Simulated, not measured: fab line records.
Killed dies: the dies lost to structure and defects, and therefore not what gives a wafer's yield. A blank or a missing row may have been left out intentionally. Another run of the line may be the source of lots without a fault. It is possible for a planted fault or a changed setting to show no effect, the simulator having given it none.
Which tool is to blame?	flow berkeley cmos170	15 lots (45 wafers sampled), 1 step of a 331-step route

## WHAT THE GAUGES SHOWED, per wafer
The record holds no reading of a measuring or inspecting step that can be judged against a usual standard deviation.

## WHICH TOOL RAN EACH LOT (tool, then ch and the chambers of the sampled wafers, then the start)
lot	UCB170_M1_DEVELOP_08
L304	litho track-03 ch 0, day 8 17:00
L306	litho track-01 ch 0, day 9 04:00
L303	litho track-02 ch 0, day 9 06:00
L305	litho track-03 ch 0, day 9 06:00
L310	litho track-02, day 9 19:00
L311	litho track-03, day 10 04:00
L312	litho track-01, day 10 05:00
L313	litho track-02 ch 0, day 10 17:00
L317	litho track-03 ch 0, day 11 15:00
L316	litho track-02 ch 0, day 11 16:00
L318	litho track-02 ch 0, day 12 09:00
L319	litho track-03 ch 0, day 12 09:00
L321	litho track-02 ch 0, day 12 11:00
L323	litho track-02 ch 0, day 13 16:00
L325	litho track-03 ch 0, day 14 11:00
- UCB170_M1_DEVELOP_08: develop time 45 s.

## WHAT THE TOOLS THEMSELVES READ (means of the sampled wafers that have a number; where no wafer has one, the mark that the record gives instead)
UCB170_M1_DEVELOP_08. Usual: chill plate temp C 23.00 C, standard deviation 0.093; resist line temp C 23.03 C, standard deviation 0.11.
lot	tool	chill plate temp C (C)	resist line temp C (C)	flag
L304	litho track-03	22.95	23.08	
L306	litho track-01	23.13	23.16	
L303	litho track-02	23.04	23.08	
L305	litho track-03	22.96	23.14	
L310	litho track-02	-	-	OFF
L311	litho track-03	-	-	OFF
L312	litho track-01	-	-	OFF
L313	litho track-02	22.97	22.87	
L317	litho track-03	23.13	23.11	
L316	litho track-02	22.98	23.10	
L318	litho track-02	23.02	23.02	
L319	litho track-03	23.09	22.90	
L321	litho track-02	22.94	22.94	
L323	litho track-02	23.00	23.10	
L325	litho track-03	22.99	22.88	

## THE ANSWER, worked out from the rows above alone
Rule: lot off if the mean of its wafers having a number is beyond 3 standard deviations from the usual mean. A lot without any number at a reading at which 4 lots or more have one is off too. All remaining lots with rows at the step are treated as sound. After the gauges, taken in route order, come the tools' own readings; for these a lot's mean is taken, as printed above. The first step at which some lot is off is used, and at that step the reading that is off furthest; a lot without a number counts as furthest.
Off at UCB170_M1_DEVELOP_08 (chill plate temp C): L310, L311, L312. Without a number there: L310, L311, L312.
If a tool, at that step or one of the process steps before it, ran each lot that is off and ran no sound lot following the first of them, it fits. None of those tried fits.

## WHAT THE SIMULATOR PUT IN
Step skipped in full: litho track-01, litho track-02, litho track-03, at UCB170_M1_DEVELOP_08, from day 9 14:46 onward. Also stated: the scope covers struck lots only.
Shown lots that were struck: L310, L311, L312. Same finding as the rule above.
